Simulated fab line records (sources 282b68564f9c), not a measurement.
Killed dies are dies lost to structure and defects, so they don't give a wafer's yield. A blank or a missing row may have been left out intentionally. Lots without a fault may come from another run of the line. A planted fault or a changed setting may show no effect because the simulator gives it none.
fab line records	flow ritCmos
record: lots: 7	wafers: 21	lastDay: 8
route steps=202 shown PLDD@120 SPACER@125 NSD@131 PSD@142 M1@202
lots that met no fault: from a run of the same line without faults
startH: the number of hours between the record's first day and the start of the first shown wafer of the lot	waitH: hours from the lot's prior step to this one	" as in the row above	L1.1+2: a row that stands for several wafers	- either no value or no given start	* or withheld: withheld	< > ~ a bound
route shown NAME@n: NAME is a module with steps in the file, n the number in the route of the first one	usual: mean and standard deviation over wafers with no fault	same: alike in all rows	chamber/n: place in a boat	sites: each site's reading	_std_site: standard deviation of those values	_edge_site: mean of outer sites minus mean of inner sites	radiusMm: how far each site lies from the wafer's centre	mask NAME#n: copy n	behind: the last tool/chamber to shape the wafer	hold: what put the lot on hold/how long, in hours/how the hold closed	device: names the non-switching transistor (n, p or np)	end of line: the tests these same wafers got at the end of their route	step lacking rows: just its recipe	killed: at the first sort, the dies lost to defects and structure; wafer yield is something else	map: the dies of a wafer, with x for killed, . for not killed, _ for no die there
set.NAME: the setting that was run; set.NAME@STEP: the one run at that earlier step	model.NAME: the simulator's own value behind a step, which no gauge read
a table for each step, a row for each wafer; lots at some steps of the route
services: from which hour (startH, from the record's first day; less than 0 if before it) a tool's chamber was out of use, for how many hours, and why
== steps ==
step: RIT_PLDD_OVL_MEAS_06
usual: PLDD_OVL: 0.4/1.3
lot.wafer	tool	chamber	startH	waitH	PLDD_OVL[nm]
L729.1	overlay-01	-	104.95	-	0.7
L729.2	"	-	"	"	0.6
L729.6	"	-	"	"	1.3
L730.4	overlay-02	-	108.24	-	1.3
L730.5	"	-	"	"	3.1
L730.6	"	-	"	"	0.8
L733.2	overlay-01	-	118.90	-	1.5
L733.3	"	-	"	"	1.0
L733.5	"	-	"	"	0.4
L732.1	overlay-02	-	119.03	-	-1.8
L732.5	"	-	"	"	-0.3
L732.6	"	-	"	"	0.1
L734.1	overlay-01	-	125.59	-	2.9
L734.2	"	-	"	"	1.4
L734.3	"	-	"	"	3.6
L736.3	overlay-02	-	136.04	-	0.2
L736.4	"	-	"	"	1.4
L736.5	"	-	"	"	0.1
L742.4	overlay-02	-	167.18	-	1.6
L742.5	"	-	"	"	0.5
L742.6	"	-	"	"	0.0
step: RIT_PLDD_HARDBAKE_07
recipe: resist: NOVOLAK	tempC: 140	timeS: 60
step: RIT_PLDD_IMPLANT_08
recipe: species: BF2	energyKev: 20	doseCm2: 9e+14	tiltDeg: 7
step: RIT_PLDD_STRIP_09
recipe: chemistry: O2	timeS: 180	resist: NOVOLAK	platenTempC: withheld	powerW: 500	pressureMtorr: 4000	o2FlowSccm: 4000
usual: chamberPressureMTorr: 4001/4.1	drypumpMotorCurrentA: 6.2/0.36
lot.wafer	tool	chamber	startH	waitH	chamberPressureMTorr	drypumpMotorCurrentA	rfHoursCounterH
L729.1	plasmaAsher-04	1	105.28	0.1	3996	6.3	27
L729.2	"	0	"	"	3996	6.7	27
L729.6	"	0	"	"	4004	6.6	-
L730.4	plasmaAsher-01	0	108.61	0.1	4002	5.7	-
L730.5	"	0	"	"	4010	5.7	-
L730.6	"	1	"	"	4003	6.4	-
L733.2	plasmaAsher-04	0	119.23	0.1	3997	6.7	30
L733.3	"	1	"	"	4007	6.3	-
L733.5	"	1	"	"	4003	6.3	-
L732.1	plasmaAsher-01	1	119.37	0.1	4001	6.5	0
L732.5	"	0	"	"	4003	5.7	-
L732.6	"	1	"	"	3996	6.4	-
L734.1	plasmaAsher-01	1	125.93	0.1	3996	6.5	1
L734.2	"	0	"	"	4002	5.7	1
L734.3	"	1	"	"	3996	6.4	-
L736.3	plasmaAsher-04	0	136.42	0.1	4003	6.6	-
L736.4	"	1	"	"	4003	6.3	-
L736.5	"	1	"	"	4003	6.3	-
L742.4	plasmaAsher-01	1	167.55	0.1	4004	6.4	-
L742.5	"	1	"	"	3995	6.5	-
L742.6	"	0	"	"	3999	5.7	-
step: RIT_PLDD_TW_MEAS_10
usual: PLDD_TW: 2328/13
lot.wafer	tool	chamber	startH	waitH	PLDD_TW
L729.1	filmMetro-04	-	105.46	0.1	2324
L729.2	"	-	"	"	2325
L729.6	"	-	"	"	2335
L730.4	filmMetro-04	-	108.76	0.1	2327
L730.5	"	-	"	"	2318
L730.6	"	-	"	"	2331
L733.2	filmMetro-01	-	119.41	0.1	2334
L733.3	"	-	"	"	2335
L733.5	"	-	"	"	2316
L732.1	filmMetro-04	-	119.54	0.1	2321
L732.5	"	-	"	"	2315
L732.6	"	-	"	"	2317
L734.1	filmMetro-04	-	126.10	0.1	2338
L734.2	"	-	"	"	2340
L734.3	"	-	"	"	2351
L736.3	filmMetro-01	-	136.56	0.1	2340
L736.4	"	-	"	"	2350
L736.5	"	-	"	"	2347
L742.4	filmMetro-03	-	167.70	0.1	2328
L742.5	"	-	"	"	2340
L742.6	"	-	"	"	2340
step: RIT_SPACER_CLEAN_00
recipe: chemistry: SC1	mix: 3:3:50	timeS: 600	tempC: 75
step: RIT_SPACER_CLEAN_01
recipe: chemistry: dHF	dilution: 50:1	timeS: 30
step: RIT_SPACER_CLEAN_02
recipe: chemistry: SC2	mix: 3:3:50	timeS: 600	tempC: 75	dry: n2Spin
step: RIT_SPACER_CVD_03
recipe: material: Si3N4	targetThkNm: 250	tempC: 810	precursor: SiH2Cl2/NH3	timeS: 3300	pressureMtorr: 300	sih2cl2FlowSccm: 60	nh3FlowSccm: 150
step: RIT_SPACER_THK_MEAS_04
recipe: reads: Si3N4_of_SPACER_CVD_03
usual: SPACER_NITRIDE_THK: 250.2/2.7
lot.wafer	tool	chamber	startH	waitH	SPACER_NITRIDE_THK[nm]
L729.1	filmMetro-02	-	107.80	0.0	250.7
L729.2	"	-	"	"	251.8
L729.6	"	-	"	"	252.3
L730.4	filmMetro-04	-	111.25	0.0	251.1
L730.5	"	-	"	"	252.6
L730.6	"	-	"	"	252.7
L733.2	filmMetro-02	-	121.75	0.0	243.8
L733.3	"	-	"	"	243.7
L733.5	"	-	"	"	242.6
L732.1	filmMetro-04	-	121.92	0.0	253.5
L732.5	"	-	"	"	251.6
L732.6	"	-	"	"	251.2
L734.1	filmMetro-04	-	129.77	0.0	251.2
L734.2	"	-	"	"	250.6
L734.3	"	-	"	"	248.5
L736.3	filmMetro-03	-	138.93	0.0	249.7
L736.4	"	-	"	"	250.4
L736.5	"	-	"	"	251.0
L742.4	filmMetro-02	-	170.75	0.0	247.9
L742.5	"	-	"	"	248.3
L742.6	"	-	"	"	247.7
step: RIT_SPACER_ETCHBACK_05
recipe: targetDepthA: 2500	SF6_flow_sccm: 30	CHF3_flow_sccm: 30	target: Si3N4	chemistry: SF6/CHF3	pressureMtorr: 40	rfW: 250	timeS: 240	stopOn: SiO2
usual: CHF3_flow_sccm: 30.02/0.097	chamberPressureMTorr: 40.00/0.038	drypumpMotorCurrentA: 5.8/0.47	oesProductAu: 0.849/0.013	throttleValvePct: 10.30/0.16
lot.wafer	tool	chamber	startH	waitH	CHF3_flow_sccm	chamberPressureMTorr	drypumpMotorCurrentA	oesProductAu	rfHoursCounterH	throttleValvePct
L729.1	rieDiel-02	2	107.86	0.1	30.00	40.07	5.7	0.845	36	10.33
L729.2	"	0	"	"	29.98	39.99	6.1	0.834	41	10.45
L729.6	"	1	"	"	30.01	39.93	6.4	0.849	-	10.49
L730.4	rieDiel-02	2	111.28	0.0	30.02	40.02	5.7	0.836	36	10.33
L730.5	"	2	"	"	30.07	40.01	5.7	0.844	-	10.32
L730.6	"	1	"	"	30.03	39.92	6.4	0.849	-	10.47
L733.2	rieDiel-02	0	121.80	0.0	30.13	40.00	6.2	0.809	42	10.44
L733.3	"	1	"	"	30.13	39.98	6.4	0.833	2	10.46
L733.5	"	2	"	"	30.15	40.00	5.7	0.828	-	10.31
L732.1	rieDiel-01	0	121.98	0.1	29.85	39.94	6.4	0.864	7	10.47
L732.5	"	1	"	"	30.15	39.99	6.2	0.842	-	10.06
L732.6	"	2	"	"	30.04	39.98	5.1	0.873	-	10.32
L734.1	rieDiel-02	1	129.83	0.1	30.00	40.04	6.4	0.853	2	10.48
L734.2	"	2	"	"	29.86	40.01	5.7	0.836	37	10.33
L734.3	"	3	"	"	30.06	40.02	5.1	0.861	70	10.19
L736.3	rieDiel-01	1	138.97	0.0	30.01	40.01	6.2	0.841	5	10.06
L736.4	"	3	"	"	29.91	40.03	6.1	0.860	-	10.14
L736.5	"	1	"	"	29.95	40.01	6.2	0.843	-	10.07
L742.4	rieDiel-04	3	170.78	0.0	29.99	39.97	5.4	0.834	93	10.11
L742.5	"	3	"	"	30.04	40.00	5.4	0.832	-	10.13
L742.6	"	0	"	"	30.21	39.91	6.1	0.862	-	10.26
step: RIT_NSD_HMDS_00
recipe: primeTimeS: 60	primeTempC: 140
step: RIT_NSD_COAT_01
recipe: resist: NOVOLAK	spinRpm: 3250	resistThkNm: 1000
usual: chillPlateTempC: 23.00/0.1	dispensePressureKPa: 51.1/1.8	exhaustPa: 44.8/0.95
lot.wafer	tool	chamber	startH	waitH	chillPlateTempC	dispensePressureKPa	exhaustPa
L729.1	lithoTrack-03	0	108.16	0.1	23.05	49.9	46.1
L729.2	"	0	"	"	22.99	50.0	47.5
L729.6	"	0	"	"	23.07	49.9	44.8
L730.4	lithoTrack-02	0	111.65	0.1	23.11	51.1	44.6
L730.5	"	0	"	"	23.12	51.1	43.5
L730.6	"	0	"	"	23.05	51.1	44.3
L733.2	lithoTrack-04	-	122.13	0.1	-	-	-
L733.3	"	-	"	"	-	-	-
L733.5	"	-	"	"	-	-	-
L732.1	lithoTrack-02	-	122.28	0.1	-	-	-
L732.5	"	-	"	"	-	-	-
L732.6	"	-	"	"	-	-	-
L734.1	lithoTrack-03	-	130.13	0.1	-	-	-
L734.2	"	-	"	"	-	-	-
L734.3	"	-	"	"	-	-	-
L736.3	lithoTrack-03	0	139.32	0.1	23.12	49.9	45.1
L736.4	"	0	"	"	23.07	49.9	44.7
L736.5	"	0	"	"	23.01	49.9	44.2
L742.4	lithoTrack-02	0	171.15	0.1	23.08	51.0	43.7
L742.5	"	0	"	"	23.12	51.0	45.1
L742.6	"	0	"	"	23.05	51.1	44.5
step: RIT_NSD_SOFTBAKE_02
recipe: resist: NOVOLAK	tempC: 90	timeS: 60
step: RIT_NSD_EXPOSE_03
recipe: maskId: M9	na: 0.57	targetCdNm: 40700	doseMj: 250
step: RIT_NSD_PEB_04
recipe: resist: NOVOLAK	tempC: withheld	timeS: withheld
step: RIT_NSD_DEVELOP_05
recipe: resist: NOVOLAK	developTimeS: 50	devTempC: 23.85
step: RIT_NSD_OVL_MEAS_06
usual: NSD_OVL: 0.3/1.5
lot.wafer	tool	chamber	startH	waitH	NSD_OVL[nm]
L729.1	overlay-01	-	108.86	-	3.1
L729.2	"	-	"	"	1.7
L729.6	"	-	"	"	3.4
L730.4	overlay-01	-	112.42	-	1.2
L730.5	"	-	"	"	0.9
L730.6	"	-	"	"	0.3
L733.2	overlay-02	-	122.81	-	-
L733.3	"	-	"	"	-
L733.5	"	-	"	"	-
L732.1	overlay-01	-	122.98	-	-
L732.5	"	-	"	"	-
L732.6	"	-	"	"	-
L734.1	overlay-02	-	130.88	-	-
L734.2	"	-	"	"	-
L734.3	"	-	"	"	-
L736.3	overlay-01	-	139.99	-	-0.5
L736.4	"	-	"	"	-1.9
L736.5	"	-	"	"	0.7
L742.4	overlay-02	-	171.92	-	1.6
L742.5	"	-	"	"	1.5
L742.6	"	-	"	"	0.7
step: RIT_NSD_HARDBAKE_07
recipe: resist: NOVOLAK	tempC: 140	timeS: 60
step: RIT_NSD_IMPLANT_08
recipe: species: P	energyKev: 25	doseCm2: 1e+15	tiltDeg: 7
step: RIT_NSD_STRIP_09
recipe: chemistry: O2	timeS: 180	resist: NOVOLAK	platenTempC: withheld	powerW: 500	pressureMtorr: 4000	o2FlowSccm: 4000
usual: chamberPressureMTorr: 4000/3.9	drypumpMotorCurrentA: 5.92/0.24
lot.wafer	tool	chamber	startH	waitH	chamberPressureMTorr	drypumpMotorCurrentA	rfHoursCounterH
L729.1	plasmaAsher-03	0	109.20	0.1	4002	5.82	47
L729.2	"	1	"	"	3993	5.78	47
L729.6	"	1	"	"	4002	5.76	-
L730.4	plasmaAsher-02	1	112.89	0.2	3998	5.90	-
L730.5	"	0	"	"	4002	5.80	-
L730.6	"	1	"	"	4000	5.92	-
L733.2	plasmaAsher-01	1	123.14	0.1	4001	6.42	1
L733.3	"	0	"	"	3998	5.75	-
L733.5	"	0	"	"	3997	5.73	-
L732.1	plasmaAsher-02	1	123.32	0.1	4002	5.93	51
L732.5	"	0	"	"	4002	5.79	-
L732.6	"	1	"	"	4003	5.96	-
L734.1	plasmaAsher-01	0	131.21	0.1	3999	5.70	2
L734.2	"	1	"	"	4001	6.45	2
L734.3	"	0	"	"	3995	5.73	-
L736.3	plasmaAsher-03	0	140.37	0.1	4000	5.83	-
L736.4	"	1	"	"	4003	5.79	-
L736.5	"	0	"	"	3998	5.82	-
L742.4	plasmaAsher-02	1	172.29	0.1	3996	5.93	-
L742.5	"	1	"	"	4003	5.93	-
L742.6	"	0	"	"	3993	5.74	-
step: RIT_NSD_TW_MEAS_10
usual: NSD_TW: 3100/19
lot.wafer	tool	chamber	startH	waitH	NSD_TW
L729.1	filmMetro-01	-	109.37	0.1	3108
L729.2	"	-	"	"	3097
L729.6	"	-	"	"	3085
L730.4	filmMetro-01	-	113.04	0.1	3090
L730.5	"	-	"	"	3089
L730.6	"	-	"	"	3101
L733.2	filmMetro-04	-	123.33	0.1	3089
L733.3	"	-	"	"	3113
L733.5	"	-	"	"	3111
L732.1	filmMetro-04	-	123.49	0.1	3107
L732.5	"	-	"	"	3094
L732.6	"	-	"	"	3119
L734.1	filmMetro-04	-	131.39	0.1	3104
L734.2	"	-	"	"	3093
L734.3	"	-	"	"	3085
L736.3	filmMetro-01	-	140.51	0.1	3117
L736.4	"	-	"	"	3104
L736.5	"	-	"	"	3113
L742.4	filmMetro-03	-	172.44	0.1	3126
L742.5	"	-	"	"	3099
L742.6	"	-	"	"	3103
step: RIT_PSD_HMDS_00
recipe: primeTimeS: 60	primeTempC: 140
step: RIT_PSD_COAT_01
recipe: resist: NOVOLAK	spinRpm: 3250	resistThkNm: 1000
step: RIT_PSD_SOFTBAKE_02
recipe: resist: NOVOLAK	tempC: 90	timeS: 60
step: RIT_PSD_EXPOSE_03
recipe: maskId: M10	na: 0.57	targetCdNm: 40900	doseMj: 250
step: RIT_PSD_PEB_04
recipe: resist: NOVOLAK	tempC: withheld	timeS: withheld
step: RIT_PSD_DEVELOP_05
recipe: resist: NOVOLAK	developTimeS: 50	devTempC: 23
step: RIT_PSD_OVL_MEAS_06
usual: PSD_OVL: -0.5/1.5
lot.wafer	tool	chamber	startH	waitH	PSD_OVL[nm]
L729.1	overlay-02	-	110.69	-	-1.4
L729.2	"	-	"	"	-0.7
L729.6	"	-	"	"	1.7
L730.4	overlay-01	-	113.94	-	-0.3
L730.5	"	-	"	"	-1.7
L730.6	"	-	"	"	-1.3
L733.2	overlay-01	-	124.29	-	0.7
L733.3	"	-	"	"	1.4
L733.5	"	-	"	"	-0.1
L732.1	overlay-02	-	124.52	-	-0.8
L732.5	"	-	"	"	-1.0
L732.6	"	-	"	"	-0.9
L734.1	overlay-01	-	132.30	-	2.9
L734.2	"	-	"	"	0.8
L734.3	"	-	"	"	1.0
L736.3	overlay-02	-	141.41	-	2.0
L736.4	"	-	"	"	-0.3
L736.5	"	-	"	"	1.4
L742.4	overlay-02	-	173.46	-	-3.1
L742.5	"	-	"	"	-3.7
L742.6	"	-	"	"	-1.3
step: RIT_PSD_HARDBAKE_07
recipe: resist: NOVOLAK	tempC: 140	timeS: 60
step: RIT_PSD_IMPLANT_08
recipe: species: BF2	energyKev: 27	doseCm2: 5e+15	tiltDeg: 7
step: RIT_PSD_STRIP_09
recipe: chemistry: O2	timeS: 180	resist: NOVOLAK	platenTempC: withheld	powerW: 500	pressureMtorr: 4000	o2FlowSccm: 4000
usual: chamberPressureMTorr: 4000/3.6	drypumpMotorCurrentA: 6.2/0.35
lot.wafer	tool	chamber	startH	waitH	chamberPressureMTorr	drypumpMotorCurrentA	rfHoursCounterH
L729.1	plasmaAsher-04	1	111.02	0.1	4010	6.4	28
L729.2	"	0	"	"	3996	6.6	28
L729.6	"	0	"	"	3997	6.7	-
L730.4	plasmaAsher-02	1	114.31	0.1	4002	5.9	-
L730.5	"	0	"	"	4002	5.8	-
L730.6	"	1	"	"	4001	5.9	-
L733.2	plasmaAsher-01	1	124.62	0.1	4005	6.4	1
L733.3	"	1	"	"	4000	6.4	-
L733.5	"	1	"	"	4000	6.4	-
L732.1	plasmaAsher-04	1	124.86	0.1	4004	6.3	31
L732.5	"	1	"	"	4002	6.3	-
L732.6	"	0	"	"	4002	6.6	-
L734.1	plasmaAsher-02	0	132.63	0.1	4002	5.8	52
L734.2	"	1	"	"	3996	6.0	52
L734.3	"	0	"	"	4001	5.8	-
L736.3	plasmaAsher-01	1	141.81	0.1	3997	6.4	-
L736.4	"	0	"	"	4003	5.7	-
L736.5	"	1	"	"	4002	6.4	-
L742.4	plasmaAsher-02	1	173.84	0.1	4000	5.9	-
L742.5	"	1	"	"	4006	5.9	-
L742.6	"	0	"	"	4000	5.8	-
step: RIT_PSD_TW_MEAS_10
usual: PSD_TW: 3404/19
lot.wafer	tool	chamber	startH	waitH	hold	PSD_TW
L729.1	filmMetro-03	-	111.20	0.1	-	3382
L729.2	"	-	"	"	-	3376
L729.6	"	-	"	"	-	3362
L730.4	filmMetro-03	-	114.46	0.1	-	3393
L730.5	"	-	"	"	-	3414
L730.6	"	-	"	"	-	3419
L733.2	filmMetro-04	-	124.81	0.1	awaitDispo/0.2h/release	3596
L733.3	"	-	"	"	awaitDispo/0.2h/release	3603
L733.5	"	-	"	"	awaitDispo/0.2h/release	3613
L733.2	filmMetro-04	-	125.10	0.3	-	3599
L733.3	"	-	"	"	-	3606
L733.5	"	-	"	"	-	3604
L732.1	filmMetro-04	-	125.03	0.1	awaitDispo/0.2h/release	3610
L732.5	"	-	"	"	awaitDispo/0.2h/release	3602
L732.6	"	-	"	"	awaitDispo/0.2h/release	3595
L732.1	filmMetro-04	-	125.26	0.2	-	3604
L732.5	"	-	"	"	-	3610
L732.6	"	-	"	"	-	3616
L734.1	filmMetro-04	-	132.81	0.1	awaitDispo/0.2h/release	3582
L734.2	"	-	"	"	awaitDispo/0.2h/release	3590
L734.3	"	-	"	"	awaitDispo/0.2h/release	3589
L734.1	filmMetro-04	-	133.04	0.2	-	3608
L734.2	"	-	"	"	-	3587
L734.3	"	-	"	"	-	3575
L736.3	filmMetro-01	-	141.94	0.1	-	3425
L736.4	"	-	"	"	-	3416
L736.5	"	-	"	"	-	3421
L742.4	filmMetro-03	-	173.99	0.1	-	3419
L742.5	"	-	"	"	-	3416
L742.6	"	-	"	"	-	3417
step: RIT_M1_PROBE_99
usual: killedAtFrontEnd: 7.5/2.8	killedDies: 7.6/2.9	killedOnRim: 2.1/1.4	killedOpen: 3.7/2	killedShort: 3.8/2
same: grossDies: 264	killed_at_M0_to_M3: 0	killed_at_M4_up: 0	killedAtBackSide: 0	killedAtContacts: 0	killedAtOther: 0
lot.wafer	tool	chamber	startH	waitH	hold	killedAtFrontEnd	killedDies	killedOnRim	killedOpen	killedShort
L729.1	prober-01	-	119.29	0.1	-	6	6	4	2	4
L729.2	prober-01	-	119.34	0.1	-	5	5	1	2	3
L729.6	prober-01	-	119.54	0.2	-	7	7	2	4	3
L730.4	prober-01	-	122.75	0.2	-	9	9	2	4	5
L730.5	prober-01	-	122.80	0.2	-	8	8	5	0	8
L730.6	prober-01	-	122.85	0.2	-	3	3	0	2	1
L732.1	prober-02	-	136.91	0.1	awaitDispo/1.3h/scrap	264	264	70	0	3
L732.5	prober-02	-	137.11	0.2	awaitDispo/1.3h/scrap	264	264	70	5	6
L732.6	prober-02	-	137.16	0.2	awaitDispo/1.3h/scrap	264	264	70	5	2
L733.2	prober-01	-	142.06	0.1	awaitDispo/6.7h/scrap	264	264	70	1	2
L733.3	prober-01	-	142.11	0.2	awaitDispo/6.7h/scrap	264	264	70	4	3
L733.5	prober-01	-	142.21	0.2	awaitDispo/6.7h/scrap	264	264	70	4	4
L734.1	prober-01	-	145.77	0.1	awaitDispo/4.4h/scrap	264	264	70	2	1
L734.2	prober-01	-	145.82	0.1	awaitDispo/4.4h/scrap	264	264	70	5	1
L734.3	prober-01	-	145.87	0.2	awaitDispo/4.4h/scrap	264	264	70	0	0
L736.3	prober-01	-	150.03	0.2	-	7	7	2	4	3
L736.4	prober-01	-	150.08	0.2	-	3	3	1	1	2
L736.5	prober-01	-	150.13	0.2	-	9	9	3	6	3
L742.4	prober-01	-	182.28	0.2	-	6	6	4	2	4
L742.5	prober-01	-	182.33	0.2	-	8	8	0	2	6
L742.6	prober-01	-	182.38	0.2	-	12	12	3	4	8
killed by level:class
L729.1 GATE:geometricParticle:open=2 REOX:geometricParticle:short=2 GATE:geometricParticle:short=1 SPACER:geometricParticle:short=1
L729.2 GATE:geometricParticle:open=1 REOX:geometricParticle:short=1 SPACER:geometricParticle:short=1 SILICIDE:geometricParticle:short=1 SILICIDE:geometricParticle:open=1
L729.6 FOX1:geometricParticle:short=1 FOX2:geometricParticle:open=1 SPACER:geometricParticle:open=1 REOX:geometricParticle:open=1 SPACER:geometricParticle:short=1 SILICIDE:geometricParticle:short=1 SILICIDE:geometricParticle:open=1
L730.4 GATE:geometricParticle:short=4 SPACER:geometricParticle:open=2 GATE:geometricParticle:open=1 SPACER:geometricParticle:short=1 SILICIDE:geometricParticle:open=1
L730.5 FOX2:geometricParticle:short=3 GATE:geometricParticle:short=2 FOX1:geometricParticle:short=1 REOX:geometricParticle:short=1 SPACER:geometricParticle:short=1
L730.6 FOX1:geometricParticle:short=1 REOX:geometricParticle:open=1 SPACER:geometricParticle:open=1
L732.1 NSD:areaExpose=261 FOX1:geometricParticle:short=2 GATE:geometricParticle:short=1
L732.5 NSD:areaExpose=253 FOX2:geometricParticle:short=2 GATE:geometricParticle:open=2 SPACER:geometricParticle:open=2 SILICIDE:geometricParticle:short=2 FOX1:geometricParticle:open=1 GATE:geometricParticle:short=1 REOX:geometricParticle:short=1
L732.6 NSD:areaExpose=257 GATE:geometricParticle:open=3 FOX1:geometricParticle:short=1 FOX1:geometricParticle:open=1 REOX:geometricParticle:short=1 SILICIDE:geometricParticle:open=1
L733.2 NSD:areaExpose=261 FOX2:geometricParticle:short=1 GATE:geometricParticle:short=1 SPACER:geometricParticle:open=1
L733.3 NSD:areaExpose=257 GATE:geometricParticle:open=2 GATE:geometricParticle:short=2 REOX:geometricParticle:open=2 REOX:geometricParticle:short=1
L733.5 NSD:areaExpose=256 GATE:geometricParticle:open=3 FOX2:geometricParticle:short=1 GATE:geometricParticle:short=1 REOX:geometricParticle:short=1 SPACER:geometricParticle:short=1 SPACER:geometricParticle:open=1
L734.1 NSD:areaExpose=261 GATE:geometricParticle:open=2 REOX:geometricParticle:short=1
L734.2 NSD:areaExpose=258 REOX:geometricParticle:open=2 SPACER:geometricParticle:open=2 GATE:geometricParticle:open=1 SPACER:geometricParticle:short=1
L734.3 NSD:areaExpose=264
L736.3 GATE:geometricParticle:short=3 GATE:geometricParticle:open=2 FOX1:geometricParticle:open=1 SILICIDE:geometricParticle:open=1
L736.4 FOX2:geometricParticle:open=1 REOX:geometricParticle:short=1 SILICIDE:geometricParticle:short=1
L736.5 GATE:geometricParticle:short=2 GATE:geometricParticle:open=2 REOX:geometricParticle:open=2 FOX1:geometricParticle:open=1 SILICIDE:geometricParticle:open=1 SILICIDE:geometricParticle:short=1
L742.4 FOX2:geometricParticle:short=2 GATE:geometricParticle:short=2 FOX2:geometricParticle:open=1 GATE:geometricParticle:open=1
L742.5 GATE:geometricParticle:short=4 FOX1:geometricParticle:short=1 FOX2:geometricParticle:open=1 SPACER:geometricParticle:short=1 SILICIDE:geometricParticle:open=1
L742.6 FOX2:geometricParticle:short=3 SILICIDE:geometricParticle:open=2 SILICIDE:geometricParticle:short=2 FOX1:geometricParticle:open=1 FOX1:geometricParticle:short=1 FOX2:geometricParticle:open=1 GATE:geometricParticle:short=1 SPACER:geometricParticle:short=1
map L732.1 (x killed, . not)
________xxxxxxx_______
_____xxxxxxxxxxxxx____
____xxxxxxxxxxxxxxx___
___xxxxxxxxxxxxxxxxx__
__xxxxxxxxxxxxxxxxxxx_
__xxxxxxxxxxxxxxxxxxx_
_xxxxxxxxxxxxxxxxxxxxx
_xxxxxxxxxxxxxxxxxxxxx
_xxxxxxxxxxxxxxxxxxxxx
_xxxxxxxxxxxxxxxxxxxxx
__xxxxxxxxxxxxxxxxxxx_
__xxxxxxxxxxxxxxxxxxx_
___xxxxxxxxxxxxxxxxx__
____xxxxxxxxxxxxxxx___
_____xxxxxxxxxxxxx____
________xxxxxxx_______
map L733.2 (x killed, . not)
________xxxxxxx_______
_____xxxxxxxxxxxxx____
____xxxxxxxxxxxxxxx___
___xxxxxxxxxxxxxxxxx__
__xxxxxxxxxxxxxxxxxxx_
__xxxxxxxxxxxxxxxxxxx_
_xxxxxxxxxxxxxxxxxxxxx
_xxxxxxxxxxxxxxxxxxxxx
_xxxxxxxxxxxxxxxxxxxxx
_xxxxxxxxxxxxxxxxxxxxx
__xxxxxxxxxxxxxxxxxxx_
__xxxxxxxxxxxxxxxxxxx_
___xxxxxxxxxxxxxxxxx__
____xxxxxxxxxxxxxxx___
_____xxxxxxxxxxxxx____
________xxxxxxx_______
== services ==
tool	chamber	startH	hours	kind
rieDiel-02	3	100.56	8.9	repair
rieDiel-04	-	107.70	28.1	pm
plasmaAsher-01	-	108.75	9.0	pm
plasmaAsher-01	0	108.75	9.0	ventCycle
plasmaAsher-01	1	108.75	9.0	ventCycle
plasmaAsher-03	-	110.39	7.6	repair
plasmaAsher-01	0	117.75	-	clean
plasmaAsher-01	1	117.75	-	clean
rieDiel-01	2	130.62	-	clean
plasmaAsher-04	-	158.88	1.4	repair
plasmaAsher-03	-	162.43	1.9	repair
== key ==
firstSign: step: RIT_NSD_COAT_01	reading: toolRecord	direction: missing
effect: step: RIT_NSD_OVL_MEAS_06	reading: NSD_OVL	direction: missing
effect: step: RIT_PSD_TW_MEAS_10	reading: visit	direction: added
effect: step: RIT_PSD_TW_MEAS_10	reading: PSD_TW	direction: up	sigmas: 10	usual: 3404	struck: 3598
effect: step: RIT_M1_PROBE_99	reading: killedAtFrontEnd	direction: up	sigmas: 91	usual: 7.5	struck: 264
moreKillsBornAt: RIT_NSD_EXPOSE_03@ilineStepper-01: 2328
metAt RIT_NSD_COAT_01
struckWafers L732.1,L732.5,L732.6,L733.2,L733.3,L733.5,L734.1,L734.2,L734.3
testerLeftOut L732,L733,L734
onsetBetween 111.65 122.13
fault: kind: skippedStepWhole	tool: lithoTrack-02,lithoTrack-03,lithoTrack-04	chamber: -	onsetH: 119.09	steps: RIT_NSD_COAT_01	scope: struckLotsOnly
testerLeftOut: of these lots the tester's yield and bins aren't shown, on N5 and GAA mostly nor the transistor test; their killed dies are dies lost to structure and defects alone, not to doping, threshold or leakage, so they don't give the yield
